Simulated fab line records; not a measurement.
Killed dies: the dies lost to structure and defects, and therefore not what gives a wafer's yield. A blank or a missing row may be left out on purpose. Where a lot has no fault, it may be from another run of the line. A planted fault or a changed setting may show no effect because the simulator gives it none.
Split-lot study -- flow rit cmos -- route with 202 steps; 5 lots, 23 wafers read

== ON THE SPLIT ==
At RIT_CONTACT_COAT_03 (resist thk 1000 nm), the setting spin rpm was moved away from the recipe's 3250 rpm on 9 of the 23 wafers read, by -5.6% to +3.7%. This setting was run at the recipe's value on the other wafers.

== FROM THE SPLIT TO THE READING: what the file shows between them, 3 steps ==
- RIT_CONTACT_SOFTBAKE_04: time 60 s
- RIT_CONTACT_EXPOSE_05: exposes mask M11, target cd 1000 nm
- RIT_CONTACT_HARDBAKE_10: time 60 s

== THE READING ==
NOVOLAK_of_CONTACT_COAT_03.thk nm (the simulator's own value, which no gauge read), in nm, at RIT_CONTACT_ETCH_11 (etches SiO2 in CHF3/CF4/Ar, stops on TiSi2, target depth 480 nm, time 320 s). The file gives no usual value for it. Across the 14 wafers here that went through the recipe, the average is 767.2 nm and the standard deviation 3 nm.

wafer,"tool, chamber at the split","spin rpm as run, rpm",against the recipe,"NOVOLAK_of_CONTACT_COAT_03.thk nm, nm",against lot-mates on the recipe
L074.2,"litho track-01, 0",3250,recipe,770.1,-
L074.4,"litho track-01, 0",3250,recipe,770.4,-
L074.5,"litho track-01, 0",3250,recipe,771.8,-
L077.1,"litho track-01, 0",3250,recipe,762.3,-
L077.2,"litho track-01, 0",3250,recipe,767.6,-
L077.3,"litho track-01, 0",3250,recipe,764.5,-
L077.4,"litho track-01, 0",3250,recipe,762.3,-
L077.6,"litho track-01, 0",3250,recipe,764.3,-
L079.1,"litho track-02, 0",3250,recipe,766.9,-
L079.2,"litho track-02, 0",3250,recipe,766.9,-
L079.4,"litho track-02, 0",3370,+3.7%,754.3,-12.6
L079.5,"litho track-02, 0",3370,+3.7%,748.5,-18.4
L079.6,"litho track-02, 0",3370,+3.7%,750.5,-16.4
L081.1,"litho track-02, 0",3250,recipe,771.8,-
L081.3,"litho track-02, 0",3157,-2.9%,784.2,+13.9
L081.4,"litho track-02, 0",3157,-2.9%,779.7,+9.4
L081.5,"litho track-02, 0",3157,-2.9%,784.9,+14.6
L081.6,"litho track-02, 0",3250,recipe,768.8,-
L083.1,"litho track-01, 0",3068,-5.6%,795.3,+29.0
L083.2,"litho track-01, 0",3250,recipe,766.2,-
L083.4,"litho track-01, 0",3068,-5.6%,793.8,+27.5
L083.5,"litho track-01, 0",3250,recipe,766.4,-
L083.6,"litho track-01, 0",3068,-5.6%,791.8,+25.5

THE FIT
A straight line over all 23 wafers: NOVOLAK_of_CONTACT_COAT_03.thk nm changes by -4.71 nm for each +1% of spin rpm; r = -0.97; the points scatter about the line by 3 nm.
The same after taking each lot's own level away (the mean of its wafers on the recipe; 23 wafers): -4.63 nm for each +1%; r = -0.99; scatter 1.9 nm.
On that fit, the largest move of spin rpm shifts the reading by 26 nm.
Measured against the standard deviation above, the lots' own levels, which go from 764.20 to 770.77 nm, span 2.2 times it.
The two slopes agree, so the slope changes little with the lot-to-lot level.
Check: +25.5 nm against its lot-mates is what the line predicts for one of the wafers moved furthest among these (-5.6%) when that wafer is left out of the fit. Against them it came out at +29 nm.

== THE OTHER SPLITS THESE WAFERS WENT THROUGH ==
Before the reading, these wafers also passed through other splits. Each is held against what the fit with the lots' levels taken away leaves over:
other split on the same wafers,wafers away from the commonest value,r with NOVOLAK_of_CONTACT_COAT_03.thk nm (lot level and that fit taken away)
RIT_PSD_IMPLANT_08 dose cm2,8,-0.26
RIT_SILICIDE_SPUTTER_01 time s,8,-0.28
RIT_CONTACT_CVD_00 time s,8,-0.16

== THE WHOLE CHAIN: every reading that the file lists as answering this split, in the file's order ==
step,what it does,reading,change (the file's fit),r (the file's)
RIT_CONTACT_COAT_03,resist thk 1000 nm,"NOVOLAK_of_CONTACT_COAT_03.thk nm (the simulator's own value, which no gauge read)",-5.26 nm for each +1% of the setting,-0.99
RIT_CONTACT_HARDBAKE_10,time 60 s,"NOVOLAK_of_CONTACT_COAT_03.thk nm (the simulator's own value, which no gauge read)",-4.61 nm for each +1% of the setting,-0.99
RIT_CONTACT_ETCH_11,"etches SiO2 in CHF3/CF4/Ar, stops on TiSi2, target depth 480 nm, time 320 s","NOVOLAK_of_CONTACT_COAT_03.thk nm (the simulator's own value, which no gauge read)",-4.65 nm for each +1% of the setting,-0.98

== FILE'S OWN FIT ==
NOVOLAK_of_CONTACT_COAT_03.thk nm changes by -4.65 nm for each +1% of spin rpm, r = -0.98.
